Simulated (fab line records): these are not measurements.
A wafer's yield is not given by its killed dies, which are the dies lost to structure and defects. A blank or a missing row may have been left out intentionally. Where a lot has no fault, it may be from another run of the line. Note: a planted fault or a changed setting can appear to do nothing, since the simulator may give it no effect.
Which tool did it?    flow berkeley_cmos170    7 lots with 21 wafers sampled at 3 steps, on a route of 331 steps

== WHAT EACH GAUGE READ, for each wafer ==
UCB170_M1_CD_MEAS_90: the cd target is 700 nm.
lot   measured      on         cd_nm (nm)
L501  day 9 05:57   cd_sem-01  698.9 698.0 696.0
L502  day 9 07:50   cd_sem-02  687.7 686.3 686.3
L512  day 11 14:10  cd_sem-02  702.8 701.4 703.3
L515  day 11 21:07  cd_sem-01  701.7 698.5 699.9
L522  day 13 00:47  cd_sem-02  701.2 701.4 701.2
L520  day 13 01:13  cd_sem-01  701.4 701.5 704.8
L523  day 13 19:17  cd_sem-01  701.7 702.0 701.7

== WHICH TOOL RAN EACH LOT (tool, then ch and the chambers of the sampled wafers, then the start) ==
lot   UCB170_M1_METAL_ETCH_12            UCB170_M1_STRIP_13
L501  rie_metal-02 ch 0, day 9 05:35     plasma_asher-01 ch 1, day 9 05:51
L502  rie_metal-02 ch 0, day 9 07:29     plasma_asher-02 ch 0,1, day 9 07:43
L512  rie_metal-03 ch 0,1, day 11 13:55  plasma_asher-03 ch 0,1, day 11 14:04
L515  rie_metal-03 ch 0, day 11 20:53    plasma_asher-02 ch 0,1, day 11 21:01
L522  rie_metal-04 ch 0,1, day 13 00:33  plasma_asher-01 ch 0,1, day 13 00:41
L520  rie_metal-02 ch 0,1, day 13 00:58  plasma_asher-03 ch 0,1, day 13 01:07
L523  rie_metal-02 ch 0,1, day 13 19:03  plasma_asher-01 ch 0,1, day 13 19:11
- UCB170_M1_METAL_ETCH_12: etches Al in Cl2/BCl3, stops on PSG, target depth 780 nm, time 130 s.
- UCB170_M1_STRIP_13: strips in O2.

== THE ANSWER, worked out from the rows above alone ==
Rule: the lots themselves supply what counts as usual. Put in order of their means at a reading, lots are off if they are a third of the lots or fewer, leave a main group of 4 or more, and stand apart from it by a gap of 3 or more times the standard deviation of the main group's means; of several such gaps the widest counts. A main group is skipped when, at the precision printed for the reading in the tables above, its means are all equal. Also off: a lot with no number at a reading for which 4 or more lots have one. Any other lot the step has rows for is counted as sound.
Off: L502, at UCB170_M1_CD_MEAS_90 (cd_nm). For the main group the mean is 701.0 nm and the standard deviation 1.7.
If a tool, at a process step before that reading, ran all the lots that are off and no sound lot after the first of them, it fits. Those tools and the gauges at UCB170_M1_CD_MEAS_90 are tried in the same way. Of those tried, none fits.

== WHAT HAD BEEN PUT IN BY THE SIMULATOR ==
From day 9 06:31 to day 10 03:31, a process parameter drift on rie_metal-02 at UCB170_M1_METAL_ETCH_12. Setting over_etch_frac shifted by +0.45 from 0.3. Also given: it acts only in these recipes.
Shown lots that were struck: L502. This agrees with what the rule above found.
